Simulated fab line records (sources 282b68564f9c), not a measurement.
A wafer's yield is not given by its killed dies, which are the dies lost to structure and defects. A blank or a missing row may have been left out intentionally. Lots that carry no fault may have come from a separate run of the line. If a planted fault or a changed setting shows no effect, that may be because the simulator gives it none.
Tool commonality check || flow rit_cmos || Sampled: 14 lots, 42 wafers

REASON IT WAS OPENED
At RIT_FOX2_THK_MEAS_01 the reading FOX2_OXIDE_THK is flagged on 2 of 14 lots. Fault-free wafers read 348 nm, with a standard deviation of 6.3.
Rule: a lot is flagged in two cases, either no wafer of it has a number, or all its wafers with numbers fall more than 4 standard deviations from that mean. The other lots count as sound.

{"lot": "L166", "measured": "day 1 19:00", "on": "film_metro-03", "FOX2_OXIDE_THK (nm), wafer by wafer": "352 353 354", "flag": ""}
{"lot": "L167", "measured": "day 1 23:26", "on": "film_metro-03", "FOX2_OXIDE_THK (nm), wafer by wafer": "344 340 348", "flag": ""}
{"lot": "L169", "measured": "day 2 09:48", "on": "film_metro-04", "FOX2_OXIDE_THK (nm), wafer by wafer": "342 342 343", "flag": ""}
{"lot": "L170", "measured": "day 2 15:16", "on": "film_metro-03", "FOX2_OXIDE_THK (nm), wafer by wafer": "355 347 353", "flag": ""}
{"lot": "L171", "measured": "day 2 19:26", "on": "film_metro-02", "FOX2_OXIDE_THK (nm), wafer by wafer": "345 347 347", "flag": ""}
{"lot": "L173", "measured": "day 3 07:34", "on": "film_metro-03", "FOX2_OXIDE_THK (nm), wafer by wafer": "350 351 352", "flag": ""}
{"lot": "L174", "measured": "day 3 12:05", "on": "film_metro-04", "FOX2_OXIDE_THK (nm), wafer by wafer": "351 352 352", "flag": ""}
{"lot": "L175", "measured": "day 3 16:17", "on": "film_metro-03", "FOX2_OXIDE_THK (nm), wafer by wafer": "408 411 412", "flag": "FLAGGED"}
{"lot": "L176", "measured": "day 3 22:06", "on": "film_metro-03", "FOX2_OXIDE_THK (nm), wafer by wafer": "335 341 337", "flag": ""}
{"lot": "L178", "measured": "day 4 08:58", "on": "film_metro-02", "FOX2_OXIDE_THK (nm), wafer by wafer": "415 412 416", "flag": "FLAGGED"}
{"lot": "L181", "measured": "day 5 00:09", "on": "film_metro-03", "FOX2_OXIDE_THK (nm), wafer by wafer": "352 347 352", "flag": ""}
{"lot": "L184", "measured": "day 5 15:06", "on": "film_metro-03", "FOX2_OXIDE_THK (nm), wafer by wafer": "349 345 341", "flag": ""}
{"lot": "L187", "measured": "day 6 07:07", "on": "film_metro-04", "FOX2_OXIDE_THK (nm), wafer by wafer": "340 338 343", "flag": ""}
{"lot": "L189", "measured": "day 6 14:27", "on": "film_metro-03", "FOX2_OXIDE_THK (nm), wafer by wafer": "345 342 347", "flag": ""}
The mean of the flagged lots' numbers is 412 nm, +64 nm from the usual (+10 standard deviations).

WHICH TOOL EACH LOT WENT THROUGH
The record holds 1 process step before the reading, out of a route of 202 steps. Read each cell as the tool, then ch plus the chambers that the sampled wafers visited, then the start.
{"lot": "L166", "flag": "", "RIT_FOX2_OXIDATION_00": "furnace-02 ch 0, day 1 17:40"}
{"lot": "L167", "flag": "", "RIT_FOX2_OXIDATION_00": "furnace-03 ch 0, day 1 22:07"}
{"lot": "L169", "flag": "", "RIT_FOX2_OXIDATION_00": "furnace-03 ch 0, day 2 08:29"}
{"lot": "L170", "flag": "", "RIT_FOX2_OXIDATION_00": "furnace-02 ch 0, day 2 13:56"}
{"lot": "L171", "flag": "", "RIT_FOX2_OXIDATION_00": "furnace-04 ch 0, day 2 18:07"}
{"lot": "L173", "flag": "", "RIT_FOX2_OXIDATION_00": "furnace-04 ch 0, day 3 06:16"}
{"lot": "L174", "flag": "", "RIT_FOX2_OXIDATION_00": "furnace-04 ch 0, day 3 10:45"}
{"lot": "L175", "flag": "FLAGGED", "RIT_FOX2_OXIDATION_00": "furnace-04 ch 0, day 3 14:58"}
{"lot": "L176", "flag": "", "RIT_FOX2_OXIDATION_00": "furnace-02 ch 0, day 3 20:46"}
{"lot": "L178", "flag": "FLAGGED", "RIT_FOX2_OXIDATION_00": "furnace-04 ch 0, day 4 07:38"}
{"lot": "L181", "flag": "", "RIT_FOX2_OXIDATION_00": "furnace-03 ch 0, day 4 22:50"}
{"lot": "L184", "flag": "", "RIT_FOX2_OXIDATION_00": "furnace-03 ch 0, day 5 13:47"}
{"lot": "L187", "flag": "", "RIT_FOX2_OXIDATION_00": "furnace-03 ch 0, day 6 05:49"}
{"lot": "L189", "flag": "", "RIT_FOX2_OXIDATION_00": "furnace-03 ch 0, day 6 13:07"}
What the steps here do:
- RIT_FOX2_OXIDATION_00: target thk 350.7 nm, ox time 1130 s.
- RIT_FOX2_THK_MEAS_01

FLAGGED OVER TOTAL, TOOL BY TOOL (the gauges that took the reading come last)
{"step": "RIT_FOX2_OXIDATION_00", "tool": "furnace-02", "lots run": 3, "flagged": 0, "share of the flagged lots": "none", "sound lots run after its first flagged lot": "-"}
{"step": "RIT_FOX2_OXIDATION_00", "tool": "furnace-03", "lots run": 6, "flagged": 0, "share of the flagged lots": "none", "sound lots run after its first flagged lot": "-"}
{"step": "RIT_FOX2_OXIDATION_00", "tool": "furnace-04", "lots run": 5, "flagged": 2, "share of the flagged lots": "all", "sound lots run after its first flagged lot": 0}
{"step": "RIT_FOX2_THK_MEAS_01", "tool": "film_metro-02", "lots run": 2, "flagged": 1, "share of the flagged lots": "some", "sound lots run after its first flagged lot": 0}
{"step": "RIT_FOX2_THK_MEAS_01", "tool": "film_metro-03", "lots run": 9, "flagged": 1, "share of the flagged lots": "some", "sound lots run after its first flagged lot": "4 (L176,L181,L184,L189)"}
{"step": "RIT_FOX2_THK_MEAS_01", "tool": "film_metro-04", "lots run": 3, "flagged": 0, "share of the flagged lots": "none", "sound lots run after its first flagged lot": "-"}

THE TABLE: WHAT IT ALLOWS
1 row of the table ran every flagged lot: furnace-04 at RIT_FOX2_OXIDATION_00.
- furnace-04 at RIT_FOX2_OXIDATION_00 ran 5 lots, 2 of them flagged. Its last sound lot is L174 (day 3 10:45), its first flagged lot L175 (day 3 14:58): a fault that began between those two fits. Its own readings lie more than 4 standard deviations out on every wafer of the flagged lots: spike_tc_centre_C, spike_tc_load_C, spike_tc_source_C, tube_center_temp_C, tube_center_temp_C_max.
Left over: one tool, furnace-04 at RIT_FOX2_OXIDATION_00.

WHAT WAS PUT IN BY THE SIMULATOR
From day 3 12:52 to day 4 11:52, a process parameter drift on furnace-04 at RIT_FOX2_OXIDATION_00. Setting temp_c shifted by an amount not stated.
Struck lots among those shown: L175, L178. The rule above reached the same finding.
